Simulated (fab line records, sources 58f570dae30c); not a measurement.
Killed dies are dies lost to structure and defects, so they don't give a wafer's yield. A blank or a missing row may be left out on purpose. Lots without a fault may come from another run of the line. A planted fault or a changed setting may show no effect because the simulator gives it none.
A struck lot beside a sound one | flow berkeley_cmos170 | 14 steps out of a route of 331
Sound: wafers L554.3, L554.4, L554.5. Struck: wafers L547.2, L547.4, L547.5. The cause comes at the end.
At each step with rows: each side's tool, then ch and its chambers, then its first start. Under that, the readings that differ: sound wafers | struck wafers | difference of the means | sigmas: that difference in standard deviations of wafers without a fault.
alike: readings whose means differ by less than 2 such deviations, and words and numbers that are the same on both sides. not compared: withheld readings, readings that some wafer has no value for, bounds like >300 that may hide the same value, and numbers for which the record gives no deviation and whose values overlap.
The two part at a step that has a row with sigmas, a row that says differs or no value, or rows on one side only. Numbers that don't overlap but have no deviation are shown without sigmas and don't part them. A reading that every wafer of one side lacks parts them only if that side has two wafers or more.

UCB170_FIELD_THK_MEAS_90:
  sound on film_metro-04, day 8 15:50; struck on film_metro-03, day 7 13:22
  alike: FIELD_OXIDE_LEFT_1_THK
then, 2 steps without rows for these wafers: UCB170_SACOX_CLEAN_00 (cleans in dHF, time 7.5 s); UCB170_SACOX_OXIDATION_01 (target thk 14.4 nm, ox time 2400 s).
UCB170_SACOX_THK_MEAS_02:
  sound on film_metro-04, day 8 18:11; struck on film_metro-04, day 7 16:36
  alike: SACOX_OXIDE_THK
then, 2 steps without rows for these wafers: UCB170_SCREENOX_WET_ETCH_00 (etches SiO2 in dHF, time 200 s); UCB170_SCREENOX_OXIDATION_01 (target thk 14.4 nm, ox time 2400 s).
UCB170_SCREENOX_THK_MEAS_02:
  sound on film_metro-01, day 8 20:50; struck on film_metro-02, day 7 19:40
  alike: SCREENOX_OXIDE_THK
then, 5 steps without rows for these wafers: UCB170_SCREENOX_ANNEAL_03 (time 900 s); UCB170_NVT_HMDS_00 (prime time 60 s); UCB170_NVT_COAT_01 (resist thk 900 nm); UCB170_NVT_SOFTBAKE_02 (time 60 s); UCB170_NVT_EXPOSE_03 (exposes mask PWELL, target cd 3000 nm).
UCB170_NVT_PEB_04:
  sound on litho_track-02 ch 0, day 9 01:23; struck on litho_track-04, day 8 00:20
  no value came back on the struck wafers for chill_plate_temp_C (C), exhaust_pa (Pa); on the sound wafers chill_plate_temp_C (C) reads 23.20 23.00 23.06
then, 1 step without rows for these wafers: UCB170_NVT_DEVELOP_05 (develop time 45 s).

WHERE THEY PART
Only at UCB170_NVT_PEB_04, within this record.

WHY: what the simulator had put in
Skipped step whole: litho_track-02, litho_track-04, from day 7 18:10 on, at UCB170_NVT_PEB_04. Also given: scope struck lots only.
